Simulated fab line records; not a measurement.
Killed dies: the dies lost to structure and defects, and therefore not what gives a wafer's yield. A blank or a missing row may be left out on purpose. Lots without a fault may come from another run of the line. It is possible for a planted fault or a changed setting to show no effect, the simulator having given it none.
fab line records	flow ritCmos
record lots=14	wafers=42	lastDay=7
route steps=202 shown NRETRO@57 NLDD@112 SILICIDE@164
lots untouched by any fault: they come from a run of this same line in which no faults occurred
startH: hours from the record's first day to the start of the lot's first wafer shown	waitH: hours from the lot's prior step to this one	" identical to the entry in the row above	L1.1+2: a single row standing in for several wafers	- no value, or no start was given	* or withheld: withheld	< > ~ a bound
route shown NAME@n: a module of which the file shows steps, and the number in the route of the first	usual: mean and standard deviation over wafers with no fault	same: alike in all rows	chamber/n: place in a boat	sites: per-site readings	_std_site: the values' standard deviation	_edge_site: the outer-site mean with the inner-site mean subtracted	radiusMm: how far each site lies from the wafer's centre	mask NAME#n: copy n	behind: tool/chamber where the wafer was last shaped	hold: reason for holding the lot/hours on hold/outcome of the hold	device: the transistor (n, p or np) that didn't switch	end of line: the route-end tests of the same wafers	a step given without rows: its recipe and nothing more	killed: count of dies lost to structure and defects at first sort (not the wafer's yield)	map: dies across one wafer; x = killed, . = not, _ = none there
set.NAME: setting as actually run; set.NAME@STEP: the setting as run at that earlier step	model.NAME: the simulator's own value behind a step, which no gauge read
steps of the route over a sample of lots; a table a step, a row a wafer
services: a tool's chamber out of use, with start hour (startH, from the record's first day; less than 0 if before it), hours out, and reason
## steps
# step RIT_NRETRO_PEB_04
# recipe resist=NOVOLAK	tempC=withheld	timeS=withheld
# usual chillPlateTempC=*	exhaustPa=45.0/0.86
lot.wafer	tool	chamber	startH	waitH	chillPlateTempC	exhaustPa
L509.2	lithoTrack-02	0	38.04	0.1	*	45.1
L509.3	"	0	"	"	*	45.2
L509.4	"	0	"	"	*	46.0
L511.2	lithoTrack-01	0	44.19	0.1	*	44.5
L511.5	"	0	"	"	*	44.0
L511.6	"	0	"	"	*	44.4
L513.3	lithoTrack-02	0	54.98	0.1	*	46.8
L513.4	"	0	"	"	*	45.4
L513.6	"	0	"	"	*	44.3
L515.1	lithoTrack-02	0	63.36	0.1	*	45.5
L515.2	"	0	"	"	*	44.4
L515.4	"	0	"	"	*	46.5
L516.1	lithoTrack-01	0	69.50	0.1	*	43.8
L516.5	"	0	"	"	*	43.8
L516.6	"	0	"	"	*	44.9
L519.2	lithoTrack-03	0	83.58	0.1	*	45.7
L519.4	"	0	"	"	*	45.9
L519.5	"	0	"	"	*	46.0
L522.1	lithoTrack-03	-	100.57	0.1	-	-
L522.2	"	-	"	"	-	-
L522.3	"	-	"	"	-	-
L523.1	lithoTrack-02	-	105.18	0.1	-	-
L523.2	"	-	"	"	-	-
L523.5	"	-	"	"	-	-
L526.3	lithoTrack-02	0	120.39	0.2	*	45.4
L526.5	"	0	"	"	*	46.3
L526.6	"	0	"	"	*	45.8
L527.2	lithoTrack-03	0	125.13	0.1	*	45.9
L527.3	"	0	"	"	*	44.3
L527.5	"	0	"	"	*	45.3
L528.1	lithoTrack-02	0	130.29	0.1	*	44.7
L528.3	"	0	"	"	*	45.1
L528.6	"	0	"	"	*	46.0
L529.2	lithoTrack-02	0	133.58	0.1	*	45.9
L529.4	"	0	"	"	*	44.7
L529.5	"	0	"	"	*	47.0
L530.3	lithoTrack-03	0	139.47	0.1	*	44.8
L530.4	"	0	"	"	*	43.0
L530.5	"	0	"	"	*	44.7
L531.2	lithoTrack-03	0	143.48	0.1	*	43.8
L531.5	"	0	"	"	*	46.2
L531.6	"	0	"	"	*	44.6
# step RIT_NLDD_STRIP_09
# recipe chemistry=O2	timeS=180	resist=NOVOLAK	platenTempC=withheld	powerW=500	pressureMtorr=4000	o2FlowSccm=4000
# usual drypumpMotorCurrentA=5.8/0.56
lot.wafer	tool	chamber	startH	waitH	drypumpMotorCurrentA	rfHoursCounterH
L509.2	plasmaAsher-04	1	50.97	0.1	4.7	42
L509.3	"	0	"	"	6.2	-
L509.4	"	1	"	"	4.7	-
L511.2	plasmaAsher-04	1	57.98	0.1	4.7	43
L511.5	"	0	"	"	6.2	-
L511.6	"	1	"	"	4.7	-
L513.3	plasmaAsher-03	0	68.90	0.1	5.6	-
L513.4	"	1	"	"	6.6	-
L513.6	"	0	"	"	5.5	-
L515.1	plasmaAsher-03	1	76.23	0.1	6.5	44
L515.2	"	0	"	"	5.6	44
L515.4	"	1	"	"	6.5	-
L516.1	plasmaAsher-03	1	82.32	0.1	6.5	45
L516.5	"	0	"	"	5.5	-
L516.6	"	1	"	"	6.5	-
L519.2	plasmaAsher-03	1	96.48	0.1	6.6	46
L519.4	"	0	"	"	5.5	-
L519.5	"	1	"	"	6.6	-
L522.1	plasmaAsher-04	0	113.57	0.1	6.2	49
L522.2	"	1	"	"	4.7	49
L522.3	"	1	"	"	4.7	-
L523.1	plasmaAsher-03	1	117.79	0.1	6.6	49
L523.2	"	0	"	"	5.5	49
L523.5	"	0	"	"	5.5	-
L526.3	plasmaAsher-03	0	133.02	0.1	5.5	-
L526.5	"	1	"	"	6.6	-
L526.6	"	0	"	"	5.6	-
L527.2	plasmaAsher-04	1	137.84	0.1	4.7	52
L527.3	"	0	"	"	6.2	-
L527.5	"	0	"	"	6.2	-
L528.1	plasmaAsher-02	0	142.22	0.1	5.9	32
L528.3	"	1	"	"	5.5	-
L528.6	"	1	"	"	5.5	-
L529.2	plasmaAsher-03	0	145.96	0.1	5.6	51
L529.4	"	1	"	"	6.6	-
L529.5	"	1	"	"	6.6	-
L530.3	plasmaAsher-02	0	151.91	0.1	5.9	-
L530.4	"	1	"	"	5.5	-
L530.5	"	0	"	"	5.9	-
L531.2	plasmaAsher-04	1	156.28	0.1	4.7	54
L531.5	"	0	"	"	6.2	-
L531.6	"	1	"	"	4.7	-
# step RIT_NLDD_TW_MEAS_10
# usual NLDD_TW=2457/27
lot.wafer	tool	chamber	startH	waitH	NLDD_TW
L509.2	filmMetro-04	-	51.16	0.1	2481
L509.3	"	-	"	"	2482
L509.4	"	-	"	"	2473
L511.2	filmMetro-04	-	58.17	0.1	2482
L511.5	"	-	"	"	2478
L511.6	"	-	"	"	2487
L513.3	filmMetro-03	-	69.03	0.1	2452
L513.4	"	-	"	"	2457
L513.6	"	-	"	"	2447
L515.1	filmMetro-04	-	76.40	0.1	2483
L515.2	"	-	"	"	2476
L515.4	"	-	"	"	2480
L516.1	filmMetro-03	-	82.50	0.1	2466
L516.5	"	-	"	"	2471
L516.6	"	-	"	"	2457
L519.2	filmMetro-03	-	96.66	0.1	2451
L519.4	"	-	"	"	2461
L519.5	"	-	"	"	2448
L522.1	filmMetro-01	-	113.74	0.1	2423
L522.2	"	-	"	"	2410
L522.3	"	-	"	"	2424
L523.1	filmMetro-01	-	117.97	0.1	2415
L523.2	"	-	"	"	2437
L523.5	"	-	"	"	2409
L526.3	filmMetro-04	-	133.16	0.1	2489
L526.5	"	-	"	"	2487
L526.6	"	-	"	"	2487
L527.2	filmMetro-04	-	138.03	0.1	2491
L527.3	"	-	"	"	2492
L527.5	"	-	"	"	2496
L528.1	filmMetro-03	-	142.40	0.1	2446
L528.3	"	-	"	"	2442
L528.6	"	-	"	"	2425
L529.2	filmMetro-04	-	146.15	0.1	2497
L529.4	"	-	"	"	2484
L529.5	"	-	"	"	2488
L530.3	filmMetro-04	-	152.05	0.1	2503
L530.4	"	-	"	"	2495
L530.5	"	-	"	"	2500
L531.2	filmMetro-03	-	156.47	0.1	2454
L531.5	"	-	"	"	2451
L531.6	"	-	"	"	2444
# step RIT_SILICIDE_THK_MEAS_03
# recipe thkMeasGauge=xrf	reads=Ti_of_SILICIDE_SPUTTER_01
# usual SILICIDE_TI_THK=30.4/0.35
lot.wafer	tool	chamber	startH	waitH	SILICIDE_TI_THK[nm]
L509.2	filmMetro-02	-	59.86	0.1	30.9
L509.3	"	-	"	"	30.5
L509.4	"	-	"	"	31.1
L511.2	filmMetro-04	-	67.44	0.1	30.8
L511.5	"	-	"	"	31.0
L511.6	"	-	"	"	30.5
L513.3	filmMetro-04	-	77.35	0.1	30.5
L513.4	"	-	"	"	30.4
L513.6	"	-	"	"	30.1
L515.1	filmMetro-04	-	84.98	0.1	30.2
L515.2	"	-	"	"	30.0
L515.4	"	-	"	"	30.3
L516.1	filmMetro-02	-	90.79	0.1	31.2
L516.5	"	-	"	"	31.3
L516.6	"	-	"	"	30.8
L519.2	filmMetro-01	-	105.05	0.1	30.0
L519.4	"	-	"	"	30.2
L519.5	"	-	"	"	29.9
L522.1	filmMetro-02	-	122.32	0.1	30.1
L522.2	"	-	"	"	30.5
L522.3	"	-	"	"	30.7
L523.1	filmMetro-01	-	126.18	0.1	30.6
L523.2	"	-	"	"	30.3
L523.5	"	-	"	"	30.4
L526.3	filmMetro-04	-	141.69	0.1	30.1
L526.5	"	-	"	"	30.0
L526.6	"	-	"	"	30.3
L527.2	filmMetro-02	-	146.81	0.1	30.6
L527.3	"	-	"	"	30.4
L527.5	"	-	"	"	30.5
L528.1	filmMetro-04	-	150.46	0.1	30.0
L528.3	"	-	"	"	30.1
L528.6	"	-	"	"	29.8
L529.2	filmMetro-04	-	154.67	0.1	29.9
L529.4	"	-	"	"	29.9
L529.5	"	-	"	"	30.3
L530.3	filmMetro-02	-	160.50	0.1	30.3
L530.4	"	-	"	"	30.1
L530.5	"	-	"	"	30.4
L531.2	filmMetro-02	-	164.65	0.1	30.1
L531.5	"	-	"	"	30.0
L531.6	"	-	"	"	29.9
## services
tool	chamber	startH	hours	kind
plasmaAsher-02	-	105.11	0.7	repair
plasmaAsher-04	-	151.20	3.0	repair
## key
firstSign step=RIT_NRETRO_PEB_04	reading=toolRecord	direction=missing
effect none on later readings
metAt RIT_NRETRO_PEB_04
struckLots L522,L523
sortLeftOut L522.1,L522.2,L522.3,L523.1,L523.2,L523.5
testerLeftOut L522,L523
notActingAt RIT_NLDD_STRIP_09,RIT_NLDD_TW_MEAS_10,RIT_SILICIDE_THK_MEAS_03
onsetBetween 83.58 100.57
fault kind=skippedStepWhole	tool=lithoTrack-02,lithoTrack-03	chamber=-	onsetH=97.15	steps=RIT_NRETRO_PEB_04	scope=struckLotsOnly
# testerLeftOut: of these lots the tester's yield and bins aren't shown, on N5 and GAA mostly nor the transistor test; their killed dies are dies lost to structure and defects alone, not to doping, threshold or leakage, so they don't give the yield
# sortLeftOut: the simulated sort isn't trusted on such a fault, so these wafers' sort isn't shown, and their yield isn't known
